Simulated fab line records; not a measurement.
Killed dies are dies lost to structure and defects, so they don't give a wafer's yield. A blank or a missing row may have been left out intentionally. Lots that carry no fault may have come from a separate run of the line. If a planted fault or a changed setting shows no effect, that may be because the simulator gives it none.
fab line records	flow berkeley-cmos170
record lots=14	wafers=42	last-day=12
route steps=331 shown START@1 NWELL@16 PWELL@51 GATE@130
lots untouched by any fault: they come from a run of this same line in which no faults occurred
start-h: hours from the record's first day to the start of the lot's first wafer shown	wait-h: hours since the lot's step before	" repeats the value in the row above	L1.1+2: a single row standing in for several wafers	- no value present, or no start provided	* or withheld: withheld	< > ~ a bound
route shown NAME@n: a module of which the file shows steps, and the number in the route of the first	usual: mean/standard deviation taken from wafers without a fault	same: alike in all rows	chamber/n: place in a boat	sites: each site's reading	_std_site: the values' standard deviation	_edge_site: outer sites' mean less inner sites'	radius-mm: for every site, how far away it sits from the centre of the wafer	mask NAME#n: copy n	behind: the most recent tool/chamber to have shaped the wafer	hold: the reason the lot was held/the length of the hold in hours/how it ended	device: the transistor (n, p or np) that didn't switch	end of line: the tests these same wafers got at the end of their route	for a step that has no rows: nothing shown but its recipe	killed: dies lost to structure and defects at the first sort, not the wafer's yield	map: the dies of a wafer, with x for killed, . for not killed, _ for no die there
set.NAME: the setting as run; set.NAME@STEP: as run at that earlier step	model.NAME: the simulator's own value behind a step, which no gauge read
steps of the route over a sample of lots; a table a step, a row a wafer
services: from which hour (start-h, from the record's first day; less than 0 if before it) a tool's chamber was out of use, for how many hours, and why
## steps
# step UCB170_START_BOW_MEAS_00
# recipe mode=bow
# usual INCOMING_BOW=0/6.8
lot.wafer	tool	chamber	start-h	wait-h	INCOMING_BOW[um]
L766.3	film-metro-02	-	10.04	-	3
L766.4	"	-	"	"	1
L766.6	"	-	"	"	2
L767.1	film-metro-04	-	15.00	-	3
L767.5	"	-	"	"	-3
L767.6	"	-	"	"	-18
L768.1	film-metro-04	-	20.00	-	5
L768.5	"	-	"	"	1
L768.6	"	-	"	"	4
L769.2	film-metro-02	-	25.02	-	6
L769.5	"	-	"	"	6
L769.6	"	-	"	"	-1
L771.1	film-metro-01	-	35.00	-	2
L771.3	"	-	"	"	-3
L771.6	"	-	"	"	-3
L774.1	film-metro-01	-	50.00	-	9
L774.4	"	-	"	"	-5
L774.5	"	-	"	"	10
L778.3	film-metro-02	-	70.04	-	-5
L778.4	"	-	"	"	-12
L778.6	"	-	"	"	-3
L780.2	film-metro-04	-	80.02	-	4
L780.4	"	-	"	"	9
L780.6	"	-	"	"	-1
L783.3	film-metro-01	-	95.04	-	-1
L783.4	"	-	"	"	-6
L783.5	"	-	"	"	3
L784.1	film-metro-01	-	100.00	-	-10
L784.3	"	-	"	"	-7
L784.6	"	-	"	"	14
L786.3	film-metro-04	-	110.04	-	2
L786.4	"	-	"	"	8
L786.6	"	-	"	"	-8
L787.3	film-metro-01	-	115.04	-	-5
L787.4	"	-	"	"	-10
L787.5	"	-	"	"	0
L788.3	film-metro-04	-	120.04	-	-4
L788.4	"	-	"	"	7
L788.5	"	-	"	"	0
L789.1	film-metro-01	-	125.00	-	-7
L789.2	"	-	"	"	-13
L789.4	"	-	"	"	7
# step UCB170_NWELL_THK_MEAS_02
# recipe reads=SiO2_of_NWELL_OXIDATION_01
# usual NWELL_OXIDE_THK=26.1/0.45
lot.wafer	tool	chamber	start-h	wait-h	NWELL_OXIDE_THK[nm]
L766.3	film-metro-04	-	22.18	0.0	25.6
L766.4	"	-	"	"	24.9
L766.6	"	-	"	"	25.3
L767.1	film-metro-03	-	29.01	0.0	26.2
L767.5	"	-	"	"	26.4
L767.6	"	-	"	"	26.6
L768.1	film-metro-04	-	33.11	0.0	25.7
L768.5	"	-	"	"	25.9
L768.6	"	-	"	"	25.8
L769.2	film-metro-01	-	41.74	0.0	26.1
L769.5	"	-	"	"	26.0
L769.6	"	-	"	"	25.8
L771.1	film-metro-01	-	44.65	0.0	25.9
L771.3	"	-	"	"	25.7
L771.6	"	-	"	"	25.3
L774.1	film-metro-03	-	61.85	0.0	26.2
L774.4	"	-	"	"	26.5
L774.5	"	-	"	"	26.4
L778.3	film-metro-01	-	78.68	0.0	26.6
L778.4	"	-	"	"	26.2
L778.6	"	-	"	"	26.6
L780.2	film-metro-03	-	91.64	0.0	26.3
L780.4	"	-	"	"	25.9
L780.6	"	-	"	"	26.2
L784.1	film-metro-03	-	108.86	0.0	26.9
L784.3	"	-	"	"	27.0
L784.6	"	-	"	"	27.0
L783.3	film-metro-01	-	108.88	0.0	27.4
L783.4	"	-	"	"	26.9
L783.5	"	-	"	"	26.5
L786.3	film-metro-03	-	124.75	0.0	26.0
L786.4	"	-	"	"	26.0
L786.6	"	-	"	"	26.4
L787.3	film-metro-03	-	128.61	0.0	25.3
L787.4	"	-	"	"	25.7
L787.5	"	-	"	"	25.6
L788.3	film-metro-03	-	131.93	0.0	25.9
L788.4	"	-	"	"	26.0
L788.5	"	-	"	"	25.8
L789.1	film-metro-04	-	141.24	0.0	26.2
L789.2	"	-	"	"	25.9
L789.4	"	-	"	"	26.3
# step UCB170_PWELL_TW_MEAS_17
# usual PWELL_TW=381.0/2.7
lot.wafer	tool	chamber	start-h	wait-h	PWELL_TW
L766.3	film-metro-04	-	46.26	0.1	378.2
L766.4	"	-	"	"	376.7
L766.6	"	-	"	"	378.9
L767.1	film-metro-04	-	53.68	0.1	379.4
L767.5	"	-	"	"	377.1
L767.6	"	-	"	"	379.6
L768.1	film-metro-02	-	58.19	0.1	384.5
L768.5	"	-	"	"	382.5
L768.6	"	-	"	"	381.1
L769.2	film-metro-02	-	66.90	0.1	382.6
L769.5	"	-	"	"	381.6
L769.6	"	-	"	"	381.6
L771.1	film-metro-02	-	71.41	0.1	381.7
L771.3	"	-	"	"	382.9
L771.6	"	-	"	"	382.7
L774.1	film-metro-04	-	89.69	0.1	377.2
L774.4	"	-	"	"	375.7
L774.5	"	-	"	"	378.2
L778.3	film-metro-03	-	102.79	0.1	378.9
L778.4	"	-	"	"	382.2
L778.6	"	-	"	"	382.2
L780.2	film-metro-03	-	116.97	0.1	381.1
L780.4	"	-	"	"	380.7
L780.6	"	-	"	"	379.5
L783.3	film-metro-02	-	133.36	0.1	382.1
L783.4	"	-	"	"	383.7
L783.5	"	-	"	"	386.8
L784.1	film-metro-02	-	133.65	0.1	382.5
L784.3	"	-	"	"	385.8
L784.6	"	-	"	"	384.6
L786.3	film-metro-02	-	154.93	0.1	384.1
L786.4	"	-	"	"	385.7
L786.6	"	-	"	"	383.0
L787.3	film-metro-03	-	155.14	0.1	382.2
L787.4	"	-	"	"	382.8
L787.5	"	-	"	"	379.2
L788.3	film-metro-02	-	155.39	0.1	385.1
L788.4	"	-	"	"	386.2
L788.5	"	-	"	"	383.3
L789.1	film-metro-04	-	163.63	0.1	378.8
L789.2	"	-	"	"	376.8
L789.4	"	-	"	"	375.1
# step UCB170_GATE_CVD_04
# recipe material=poly-Si	temp-c=610	precursor=SiH4	time-s=1440	pressure-mtorr=375	target-thk-nm=214	sih4-flow-sccm=120
# usual spike-tc-centre-C=611.9/1.7	spike-tc-source-C=631.0/1.4
lot.wafer	tool	chamber	start-h	wait-h	spike-tc-centre-C	spike-tc-source-C
L766.3	lpcvd-01	1	114.88	0.9	611.4	630.4
L766.4	"	1	"	"	610.4	630.4
L766.6	"	1	"	"	611.9	630.8
L767.1	lpcvd-02	1	124.07	1.9	611.3	631.2
L767.5	"	1	"	"	612.5	633.6
L767.6	"	1	"	"	611.1	633.6
L768.1	lpcvd-02	1	130.81	0.3	609.4	633.3
L768.5	"	1	"	"	612.1	631.8
L768.6	"	1	"	"	610.0	632.1
L769.2	lpcvd-01	0	139.10	0.0	613.7	630.2
L769.5	"	0	"	"	613.9	630.1
L769.6	"	0	"	"	615.1	629.9
L771.1	lpcvd-01	1	139.10	0.0	610.8	631.2
L771.3	"	1	"	"	610.6	630.0
L771.6	"	1	"	"	610.8	629.7
L771.1	lpcvd-01	1	140.67	0.2	609.7	629.1
L771.3	"	1	"	"	611.1	631.3
L771.6	"	1	"	"	612.2	631.0
L774.1	lpcvd-01	1	153.66	0.9	610.3	629.5
L774.4	"	1	"	"	609.8	629.1
L774.5	"	1	"	"	609.0	629.3
L774.1	lpcvd-01	1	156.87	1.8	609.3	629.8
L774.4	"	1	"	"	611.1	631.2
L774.5	"	1	"	"	611.3	629.9
L778.3	lpcvd-02	1	169.75	0.0	611.6	633.3
L778.4	"	1	"	"	612.7	631.5
L778.6	"	1	"	"	612.0	633.8
L780.2	lpcvd-02	0	193.08	2.2	615.5	629.8
L780.4	"	0	"	"	614.8	630.0
L780.6	"	0	"	"	615.3	630.5
L783.3	lpcvd-01	0	200.90	0.0	614.0	632.6
L783.4	"	0	"	"	611.8	630.1
L783.5	"	0	"	"	612.1	629.4
L784.1	lpcvd-01	0	200.90	0.0	613.6	630.2
L784.3	"	0	"	"	614.3	630.1
L784.6	"	0	"	"	612.7	631.3
L786.3	lpcvd-01	0	224.28	0.3	614.6	631.1
L786.4	"	0	"	"	611.6	629.4
L786.6	"	0	"	"	615.6	631.4
L787.3	lpcvd-01	0	224.28	0.3	613.2	630.7
L787.4	"	0	"	"	612.5	630.4
L787.5	"	0	"	"	614.5	630.2
L788.3	lpcvd-01	0	224.28	0.3	611.6	631.6
L788.4	"	0	"	"	612.2	631.5
L788.5	"	0	"	"	612.8	629.7
L789.1	lpcvd-02	1	233.87	0.4	611.2	630.2
L789.2	"	1	"	"	610.8	633.1
L789.4	"	1	"	"	609.7	633.4
# step UCB170_GATE_THK_MEAS_05
# recipe reads=poly-Si_of_GATE_CVD_04
# usual GATE_POLY_THK=214.9/2
lot.wafer	tool	chamber	start-h	wait-h	GATE_POLY_THK[nm]
L766.3	film-metro-03	-	116.30	0.0	216.7
L766.4	"	-	"	"	216.5
L766.6	"	-	"	"	216.5
L767.1	film-metro-03	-	125.47	0.0	213.9
L767.5	"	-	"	"	212.7
L767.6	"	-	"	"	211.8
L768.1	film-metro-02	-	132.21	0.0	212.1
L768.5	"	-	"	"	212.8
L768.6	"	-	"	"	212.0
L769.2	film-metro-01	-	140.51	0.0	215.5
L769.5	"	-	"	"	214.0
L769.6	"	-	"	"	214.9
L771.1	film-metro-02	-	142.18	0.1	431.6
L771.3	"	-	"	"	432.2
L771.6	"	-	"	"	428.4
L774.1	film-metro-03	-	158.27	0.0	428.3
L774.4	"	-	"	"	426.5
L774.5	"	-	"	"	425.2
L778.3	film-metro-01	-	171.17	0.0	216.4
L778.4	"	-	"	"	215.5
L778.6	"	-	"	"	216.0
L780.2	film-metro-02	-	194.49	0.0	214.9
L780.4	"	-	"	"	214.9
L780.6	"	-	"	"	215.4
L784.1	film-metro-03	-	202.30	0.0	217.0
L784.3	"	-	"	"	216.6
L784.6	"	-	"	"	215.7
L783.3	film-metro-01	-	202.32	0.0	217.6
L783.4	"	-	"	"	217.9
L783.5	"	-	"	"	219.0
L786.3	film-metro-01	-	225.70	0.0	217.2
L786.4	"	-	"	"	216.7
L786.6	"	-	"	"	216.7
L787.3	film-metro-02	-	225.70	0.0	217.0
L787.4	"	-	"	"	217.8
L787.5	"	-	"	"	216.0
L788.3	film-metro-03	-	225.76	0.1	214.1
L788.4	"	-	"	"	212.8
L788.5	"	-	"	"	212.7
L789.1	film-metro-01	-	235.27	0.0	217.8
L789.2	"	-	"	"	218.5
L789.4	"	-	"	"	218.5
# step UCB170_GATE_ETCH_15
# recipe chemistry=HBr/Cl2	target=poly-Si	stop-on=SiO2	over-etch-frac=0.3	icp-w=300	bias-w=150	time-s=56.3	pressure-mtorr=15	HBr_flow_sccm=150	Cl2_flow_sccm=50	target-depth-a=2782
# usual HBr_flow_sccm=150.0/0.47	drypump-motor-current-A=5.7/0.36	oes-product-au=0.836/0.012	throttle-valve-pct=26.4/0.32
lot.wafer	tool	chamber	start-h	wait-h	HBr_flow_sccm	drypump-motor-current-A	oes-product-au	rf-hours-counter-h	throttle-valve-pct
L766.3	rie-si-01	1	117.62	-	149.9	5.7	0.837	116	26.9
L766.4	"	3	"	"	149.9	5.5	0.826	106	26.7
L766.6	"	2	"	"	150.2	5.8	0.860	-	26.5
L767.1	rie-si-01	0	126.91	-	149.7	5.8	0.848	0	26.6
L767.5	"	2	"	"	150.3	5.8	0.843	-	26.5
L767.6	"	1	"	"	149.8	5.7	0.825	-	26.9
L768.1	rie-si-02	1	134.52	-	150.4	6.5	0.835	32	26.0
L768.5	"	3	"	"	150.1	5.4	0.822	-	26.7
L768.6	"	2	"	"	149.2	5.8	0.820	-	26.2
L769.2	rie-si-01	1	141.60	-	150.2	5.7	0.828	116	26.9
L769.5	"	3	"	"	150.6	5.4	0.832	-	26.7
L769.6	"	0	"	"	149.3	5.8	0.852	-	26.6
L771.1	rie-si-02	0	143.66	-	149.6	5.2	1.002	98	26.0
L771.3	"	2	"	"	149.2	5.7	0.990	20	26.3
L771.6	"	1	"	"	150.8	6.5	0.992	-	26.0
L774.1	rie-si-01	2	159.45	-	150.0	5.9	1.021	0	26.5
L774.4	"	3	"	"	149.7	5.4	0.984	106	26.7
L774.5	"	1	"	"	150.7	5.7	0.990	-	26.9
L778.3	rie-si-01	1	173.24	-	150.3	5.7	0.833	116	26.9
L778.4	"	2	"	"	150.6	5.9	0.847	1	26.5
L778.6	"	0	"	"	149.1	5.8	0.853	-	26.6
L780.2	rie-si-02	0	196.12	-	150.5	5.2	0.835	98	26.0
L780.4	"	1	"	"	150.2	6.5	0.837	32	26.0
L780.6	"	0	"	"	150.0	5.2	0.830	-	25.9
L784.1	rie-si-02	1	203.94	-	150.9	6.5	0.846	32	26.0
L784.3	"	0	"	"	150.0	5.2	0.835	98	26.0
L784.6	"	3	"	"	150.5	5.4	0.825	-	26.7
L783.3	rie-si-01	2	204.06	-	150.5	5.8	0.851	1	26.5
L783.4	"	0	"	"	149.9	5.8	0.860	-	26.6
L783.5	"	2	"	"	150.2	5.8	0.855	-	26.5
L786.3	rie-si-02	2	227.23	-	149.6	5.8	0.833	20	26.3
L786.4	"	1	"	"	149.5	6.5	0.845	32	26.0
L786.6	"	0	"	"	150.1	5.2	0.836	-	26.0
L787.3	rie-si-01	0	227.46	-	149.4	5.8	0.853	1	26.6
L787.4	"	3	"	"	150.2	5.4	0.842	107	26.7
L787.5	"	1	"	"	149.7	5.7	0.830	-	27.1
L788.3	rie-si-02	1	227.58	-	149.2	6.5	0.836	33	26.0
L788.4	"	2	"	"	149.7	5.8	0.825	20	26.3
L788.5	"	3	"	"	149.8	5.4	0.824	-	26.7
L789.1	rie-si-01	0	236.49	-	149.8	5.8	0.858	1	26.6
L789.2	"	1	"	"	150.2	5.7	0.830	0	27.1
L789.4	"	0	"	"	150.2	5.8	0.858	-	26.6
## services
tool	chamber	start-h	hours	kind
rie-si-01	0	90.98	-	clean
rie-si-01	0	90.98	15.7	scheduled-down
rie-si-01	0	90.98	15.7	vent-cycle
rie-si-02	-	112.54	14.6	pm
lpcvd-02	-	118.07	6.0	pm
rie-si-01	1	191.18	-	clean
rie-si-01	1	191.18	19.6	scheduled-down
rie-si-01	1	191.18	19.6	vent-cycle
rie-si-01	2	191.64	8.0	repair
rie-si-01	-	216.44	0.1	repair
rie-si-02	0	229.94	8.6	repair
rie-si-01	3	230.91	-	clean
rie-si-01	3	230.91	12.1	scheduled-down
rie-si-01	3	230.91	12.1	vent-cycle
## key
first-sign step=UCB170_GATE_CVD_04	reading=visit	direction=added
effect step=UCB170_GATE_THK_MEAS_05	reading=GATE_POLY_THK	direction=up	sigmas=99+	usual=214.9	struck=428.7
effect step=UCB170_GATE_ETCH_15	reading=oes-product-au	direction=up	sigmas=14	usual=0.836	struck=0.997
met-at UCB170_GATE_CVD_04
struck-lots L771,L774
later-rows-left-out L771.1,L771.3,L771.6,L774.1,L774.4,L774.5
sort-left-out L771.1,L771.3,L771.6,L774.1,L774.4,L774.5
tester-left-out L771,L774
not-acting-at UCB170_START_BOW_MEAS_00,UCB170_NWELL_THK_MEAS_02,UCB170_PWELL_TW_MEAS_17
fault kind=repeated-step-whole	tool=lpcvd-01,lpcvd-02	chamber=-	onset-h=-	steps=UCB170_GATE_CVD_04	times=1	scope=struck-lots-only
# tester-left-out: of these lots the tester's yield and bins aren't shown, on N5 and GAA mostly nor the transistor test; their killed dies are dies lost to structure and defects alone, not to doping, threshold or leakage, so they don't give the yield
# sort-left-out: the simulated sort isn't trusted on such a fault, so these wafers' sort isn't shown, and their yield isn't known
# later-rows-left-out: the simulator's readings of these wafers behind a module that went badly wrong aren't trusted and aren't shown, but for the sort
